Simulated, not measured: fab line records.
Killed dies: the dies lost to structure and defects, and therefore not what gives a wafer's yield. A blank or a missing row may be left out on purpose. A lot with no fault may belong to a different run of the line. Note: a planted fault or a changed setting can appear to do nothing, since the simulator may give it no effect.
Comparing a struck lot with a sound one | flow rit cmos | 44 out of 202 route steps
Sound: wafers L549.1, L549.5, L549.6. Struck: wafer L548.5 (L548.1, L548.6, from the same lot, were not struck and are left out); the cause is given at the end.
At each step with rows: each side's tool, then ch and its chambers, then its first start. Under that, the readings that differ: sound wafers | struck wafers | difference of the means | sigmas: that difference in standard deviations of wafers without a fault.
alike: same words and numbers on both sides, and readings whose means sit less than 2 such deviations apart. not compared: any withheld reading, any reading some wafer has no value for, any bound like >300 that may hide the same value, and any number with overlapping values for which the record gives no deviation.
Wherever a step has rows on one side only, a row that says differs or no value, or a row with sigmas, the two part there. Numbers that have no deviation but don't overlap get no sigmas and don't part them. A reading that every wafer of one side lacks parts them only if that side has two wafers or more.

first, 2 steps without rows for these wafers: RIT_PLDD_PEB_04; RIT_PLDD_DEVELOP_05 (develop time 50 s).
RIT_PLDD_OVL_MEAS_06:
  struck on overlay-01, day 5 17:39; sound on overlay-02, day 5 17:23
  alike: PLDD_OVL
then, 2 steps without rows for these wafers: RIT_PLDD_HARDBAKE_07 (time 60 s); RIT_PLDD_IMPLANT_08.
RIT_PLDD_STRIP_09: strips in O2, time 180 s.
  sound on plasma asher-02 ch 0,1, day 5 17:43; struck on plasma asher-04 ch 1, day 5 17:59
  alike: drypump motor current A, o2 flow sccm, rf refl power W
  not compared: rf hours counter h
RIT_PLDD_TW_MEAS_10:
  struck on film metro-01, day 5 18:10; sound on film metro-03, day 5 17:54
  alike: PLDD_TW
then, 4 steps without rows for these wafers: RIT_SPACER_CLEAN_00 (cleans in SC1, time 600 s); RIT_SPACER_CLEAN_01 (cleans in dHF, time 30 s); RIT_SPACER_CLEAN_02 (cleans in SC2, time 600 s); RIT_SPACER_CVD_03 (deposits Si3N4 from SiH2Cl2/NH3, target thk 250 nm, time 3300 s).
RIT_SPACER_THK_MEAS_04:
  struck on film metro-04, day 5 21:16; sound on film metro-03, day 5 20:14
  alike: SPACER_NITRIDE_THK
RIT_SPACER_ETCHBACK_05: etches Si3N4 in SF6/CHF3, stops on SiO2, target depth 250 nm, time 240 s.
  sound on rie diel-04 ch 1,2, day 5 20:18; struck on rie diel-02 ch 3, day 5 21:20
  reading                                  | sound             | struck | difference | sigmas
  oes product au (a.u.)                    | 0.862 0.861 0.853 | 0.990  | +0.131     | +10
  run length s (s)                         | 268.1 268.0 268.5 | 239.8  | -28.4      | -62
  model.poly-Si_of_GATE_CVD_08.thk nm (nm) | 170.5 170.8 170.7 | 177.7  | +7.0       |
  model.Si3N4_of_SPACER_CVD_03.thk nm (nm) | 195.2 195.2 197.6 | 200.4  | +4.4       |
  alike: CHF3_flow_sccm, drypump motor current A, throttle valve pct
  not compared: rf hours counter h
then, 6 steps without rows for these wafers: RIT_NSD_HMDS_00 (prime time 60 s); RIT_NSD_COAT_01 (resist thk 1000 nm); RIT_NSD_SOFTBAKE_02 (time 60 s); RIT_NSD_EXPOSE_03 (exposes mask M9, target cd 40700 nm); RIT_NSD_PEB_04; RIT_NSD_DEVELOP_05 (develop time 50 s).
RIT_NSD_OVL_MEAS_06:
  struck on overlay-02, day 5 22:28; sound on overlay-01, day 5 21:25
  alike: NSD_OVL
then, 2 steps without rows for these wafers: RIT_NSD_HARDBAKE_07 (time 60 s); RIT_NSD_IMPLANT_08.
RIT_NSD_STRIP_09: strips in O2, time 180 s.
  sound on plasma asher-01 ch 0,1, day 5 21:46; struck on plasma asher-02 ch 1, day 5 22:48
  alike: drypump motor current A, o2 flow sccm, rf refl power W
  not compared: rf hours counter h
RIT_NSD_TW_MEAS_10:
  struck on film metro-01, day 5 22:58; sound on film metro-03, day 5 21:56
  alike: NSD_TW
then, 6 steps without rows for these wafers: RIT_PSD_HMDS_00 (prime time 60 s); RIT_PSD_COAT_01 (resist thk 1000 nm); RIT_PSD_SOFTBAKE_02 (time 60 s); RIT_PSD_EXPOSE_03 (exposes mask M10, target cd 40900 nm); RIT_PSD_PEB_04; RIT_PSD_DEVELOP_05 (develop time 50 s).
RIT_PSD_OVL_MEAS_06:
  struck on overlay-01, day 5 23:53; sound on overlay-02, day 5 22:58
  alike: PSD_OVL
then, 2 steps without rows for these wafers: RIT_PSD_HARDBAKE_07 (time 60 s); RIT_PSD_IMPLANT_08.
RIT_PSD_STRIP_09: strips in O2, time 180 s.
  sound on plasma asher-04 ch 0,1, day 5 23:19; struck on plasma asher-01 ch 0, day 6 00:13
  reading             | sound       | struck | difference | sigmas
  rf refl power W (W) | 4.7 5.2 3.9 | 7.5    | +2.9       | +3
  alike: drypump motor current A, o2 flow sccm
  not compared: rf hours counter h
RIT_PSD_TW_MEAS_10:
  struck on film metro-02, day 6 00:23; sound on film metro-01, day 5 23:29
  alike: PSD_TW
then, 2 steps without rows for these wafers: RIT_SDANNEAL_CLEAN_00 (cleans in SC1, time 600 s); RIT_SDANNEAL_CLEAN_01 (cleans in dHF, time 30 s).
RIT_SDANNEAL_CLEAN_02: cleans in SC2, time 600 s.
  sound on wet bench-03 ch 2, day 5 23:44; struck on wet bench-01 ch 1, day 6 00:40
  reading                                  | sound             | struck | difference | sigmas
  model.poly-Si_of_GATE_CVD_08.thk nm (nm) | 166.1 166.4 166.3 | 173.4  | +7.1       |
RIT_SDANNEAL_RTA_03: time 5 s.
  sound on rtp anneal-02 ch 0, day 5 23:55; struck on rtp anneal-02 ch 0, day 6 00:50
  alike: anneal temp c max, wafer_temp_C_max
RIT_SDANNEAL_RS_MEAS_04: a four-point-probe measurement.
  struck on film metro-02, day 6 00:54; sound on film metro-01, day 5 23:59
  alike: PSD_RS
RIT_SDANNEAL_RS_MEAS_05: a four-point-probe measurement.
  struck on film metro-02, day 6 01:01; sound on film metro-01, day 6 00:06
  reading         | sound             | struck | difference | sigmas
  NSD_RS (ohm/sq) | 84.93 84.57 84.71 | 84.17  | -0.57      | -2
RIT_SDANNEAL_RS_MEAS_06: a four-point-probe measurement.
  struck on film metro-02, day 6 01:08; sound on film metro-01, day 6 00:13
  alike: PLDD_RS
RIT_SILICIDE_WET_ETCH_00: etches SiO2 in BOE, target depth 14 nm, time 15 s.
  sound on wet bench-03 ch 2, day 6 00:28; struck on wet bench-02 ch 1, day 6 01:23
  reading                                  | sound             | struck | difference | sigmas
  model.Si3N4_of_SPACER_CVD_03.thk nm (nm) | 194.1 194.1 196.4 | 199.3  | +4.4       |
RIT_M1_PROBE_99:
  struck on prober-01, day 6 08:53; sound on prober-02, day 6 08:40
  reading                                       | sound                | struck | difference | sigmas
  model.etest.nmos_0p15.r on ohm um             | 1152 1130 1099       | 1032   | -95        |
  model.etest.nplus sal.width nm (nm)           | 3424 3443 3421       | 3368   | -61        |
  model.etest.pplus sal.width nm (nm)           | 3425 3444 3428       | 3365   | -67        |
  model.etest.nwell pinched.rs ohm sq           | 345.6 343.2 336.5    | 323.4  | -18.4      |
  model.etest.pwell pinched.rs ohm sq           | 458.2 456.6 462.6    | 451.3  | -7.8       |
  model.etest.contact nplus.end ohm um          | 43.24 43.21 42.56    | 36.91  | -6.09      |
  model.etest.field p metal.vt v (V)            | -28.29 -27.96 -28.73 | -29.32 | -0.99      |
  model.etest.diode nplus comb.leak log10 a cm2 | -4.698 -4.955 -5.056 | -5.363 | -0.460     |
  alike: killed at contacts, killed at front end, killed dies, killed open, killed short

## WHERE THEY PART
At RIT_SPACER_ETCHBACK_05 first; at RIT_SDANNEAL_RS_MEAS_05 last (within this record only). Later steps at which nothing parts them and some readings are alike: RIT_SDANNEAL_RS_MEAS_06, RIT_M1_PROBE_99.

WHY: whatever the simulator had introduced
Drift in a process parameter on rie diel-02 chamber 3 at RIT_SPACER_ETCHBACK_05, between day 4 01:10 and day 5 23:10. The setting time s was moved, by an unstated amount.
